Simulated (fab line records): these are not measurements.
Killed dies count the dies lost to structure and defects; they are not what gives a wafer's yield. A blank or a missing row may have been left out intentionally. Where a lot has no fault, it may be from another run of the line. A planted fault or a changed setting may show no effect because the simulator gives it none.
One fault through the eyes of 2 desks || flow rit cmos || numbers are kept per desk, each desk with only its own; the story behind them comes last

== AT THE METROLOGY DESK ==
What the gauges read, lot by lot, whatever tool the lot ran on: means of the sampled wafers that have a number. Any lot whose mean is over 4 standard deviations away from the usual mean is out of limits and marked OUT; that distance is given in the brackets.
Columns: A = SPACER_NITRIDE_THK at RIT_SPACER_THK_MEAS_04, usual 250.0 nm
{"lot": "L920", "first seen here": "day 3 09:47", "A": 247.5}
{"lot": "L921", "first seen here": "day 3 14:20", "A": 251.1}
{"lot": "L922", "first seen here": "day 3 19:35", "A": 250.4}
{"lot": "L923", "first seen here": "day 3 22:07", "A": 248.6}
{"lot": "L924", "first seen here": "day 4 03:23", "A": 249.6}
{"lot": "L926", "first seen here": "day 4 20:28", "A": 248.9}
{"lot": "L927", "first seen here": "day 4 23:02", "A": 252.6}
{"lot": "L928", "first seen here": "day 5 01:49", "A": 250.3}
{"lot": "L929", "first seen here": "day 5 05:56", "A": 246.7}
{"lot": "L930", "first seen here": "day 5 12:06", "A": 250.1}
{"lot": "L931", "first seen here": "day 5 15:16", "A": 248.5}
{"lot": "L933", "first seen here": "day 6 01:07", "A": 252.0}
{"lot": "L937", "first seen here": "day 6 19:09", "A": "156.0 (-43) OUT"}
Per this desk, out of limits: L937; the first was L937, day 6 19:09 (SPACER_NITRIDE_THK at RIT_SPACER_THK_MEAS_04). Within limits: L920, L921, L922, L923, L924, L926, L927, L928, L929, L930, L931, L933.

== THE TOOL OWNER'S DESK: lpcvd-01 ==
The tool's own readings at RIT_SPACER_CVD_03 (deposits Si3N4 from SiH2Cl2/NH3, target thk 250 nm, time 3300 s): means of the sampled wafers that have a number, for each lot that ran on this tool. Any lot whose mean is over 4 standard deviations away from the usual mean is out of limits and marked OUT; that distance is given in the brackets.
Columns: A = spike tc centre C at RIT_SPACER_CVD_03, usual 813.2 C; B = spike tc load C at RIT_SPACER_CVD_03, usual 836.8 C; C = spike tc source C at RIT_SPACER_CVD_03, usual 833.7 C; D = susceptor temp C at RIT_SPACER_CVD_03, usual 810.0 C
{"lot": "L920", "first seen here": "day 3 06:55", "A": 813.6, "B": 838.3, "C": 830.1, "D": 810.2}
{"lot": "L922", "first seen here": "day 3 17:41", "A": 812.3, "B": 839.9, "C": 834.0, "D": 810.2}
{"lot": "L923", "first seen here": "day 3 20:12", "A": 811.5, "B": 839.2, "C": 834.6, "D": 810.0}
{"lot": "L926", "first seen here": "day 4 18:34", "A": 814.7, "B": 838.2, "C": 828.9, "D": 810.3}
{"lot": "L928", "first seen here": "day 4 23:53", "A": 811.4, "B": 839.2, "C": 834.4, "D": 810.3}
{"lot": "L929", "first seen here": "day 5 04:01", "A": 811.8, "B": 839.3, "C": 834.3, "D": 809.7}
{"lot": "L931", "first seen here": "day 5 13:21", "A": 812.7, "B": 838.2, "C": 833.2, "D": 810.2}
{"lot": "L933", "first seen here": "day 5 23:11", "A": 812.6, "B": 838.3, "C": 834.6, "D": 810.0}
{"lot": "L937", "first seen here": "day 6 17:13", "A": "788.1 (-21) OUT", "B": "814.1 (-7.8) OUT", "C": "809.2 (-12) OUT", "D": "784.7 (-79) OUT"}
Finding of this desk: L937 out of limits; the first was L937 at day 6 17:13, on spike tc centre C at RIT_SPACER_CVD_03. Within limits: L920, L922, L923, L926, L928, L929, L931, L933.

== ALL TOGETHER ==
At day 6 17:13, on L937, the tool owner's desk was in a position to raise an alarm.
On L937, the metrology desk was in a position to raise an alarm at day 6 19:09.
RIT_SPACER_CVD_03 was run on lpcvd-01 by each of the lots named.

== WHAT THE SIMULATOR HAD INSERTED ==
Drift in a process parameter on lpcvd-01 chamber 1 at RIT_SPACER_CVD_03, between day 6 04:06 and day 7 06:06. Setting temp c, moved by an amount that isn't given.
Struck lots among those shown: L937.
Time in hours from fault onset to the first out-of-limits reading at each desk: tool owner's desk 13, metrology desk 15.
